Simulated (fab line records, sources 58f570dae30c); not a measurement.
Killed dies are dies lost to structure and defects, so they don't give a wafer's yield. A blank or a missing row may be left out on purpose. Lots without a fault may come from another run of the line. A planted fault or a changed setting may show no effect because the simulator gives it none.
Problem report in the 8D (eight disciplines) form, filled by code | flow berkeley_cmos170 | the parts of the form that need people (team, actions taken, sign-off) are left out

1. THE PROBLEM
spin_speed_rpm at UCB170_CONTACT_COAT_09 reads a mean of 2043.6 rpm on 6 wafers of 2 lots; wafers without a fault read 2999.7 rpm with a standard deviation of 2. That is -99 or more standard deviations from the usual mean.
First seen on wafer L689.2, day 9 10:53, on litho_track-01. The record holds 42 wafers of 14 lots with a number at this step. Rule for "out", or "out of limits": more than 4 standard deviations from the usual mean. The other wafers with a number count as sound.

2. WHAT IT IS AND WHAT IT IS NOT
question                    | is                     | is not
which readings at this step | spin_speed_rpm         | -
which lots                  | L689, L690             | L681, L682, L683, L685, L686, L688, L693, L696, L697, L698, L701, L702
which wafers of those lots  | all that have a number | -
read on which tools         | litho_track-01         | litho_track-02, litho_track-04
when                        | from day 9 10:53       | up to then (18 sound wafers); but 18 sound wafers of L693, L696, L697, L698, L701, L702 came after

3. SUSPECTS, AND WHAT RULES EACH OUT
Counting: a tool at a process step up to the reading stays a suspect if it ran every lot that is out and no sound lot after the first of them.
- litho_track-01 at UCB170_CONTACT_COAT_09: kept. It ran every lot that is out, first L689 (day 9 10:53), and no sound lot after that; its last sound lot up to then is L686 (day 9 01:40). Its own readings are out on those wafers: spin_speed_rpm.
Left after counting: litho_track-01 at UCB170_CONTACT_COAT_09.

4. THE CAUSE (what the simulator had put in)
Process parameter drift: litho_track-01, from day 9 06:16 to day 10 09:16, at UCB170_CONTACT_COAT_09. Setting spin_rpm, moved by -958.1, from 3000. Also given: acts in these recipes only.
Counting left only this tool.

5. THE CHAIN OF EFFECTS, in route order
Each row: a reading whose mean over the struck wafers that have a number lies more than 3 standard deviations from the usual. Only readings for which the record gives a usual standard deviation are gone through. hours: the time from each lot's start at the first step in this table that gives one to its start at this step, as a median over the lots. sigmas: the change in usual standard deviations.
hours | step                   | reading        | usual      | on struck wafers | change | sigmas
0     | UCB170_CONTACT_COAT_09 | spin_speed_rpm | 2999.7 rpm | 2043.6           | -956.1 | -99 or more
The process steps in it:
- UCB170_CONTACT_COAT_09

6. WHAT WOULD HAVE CAUGHT IT SOONER
In this record the first reading out of limits was taken at day 9 10:53, 5 hours after the fault began at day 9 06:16.
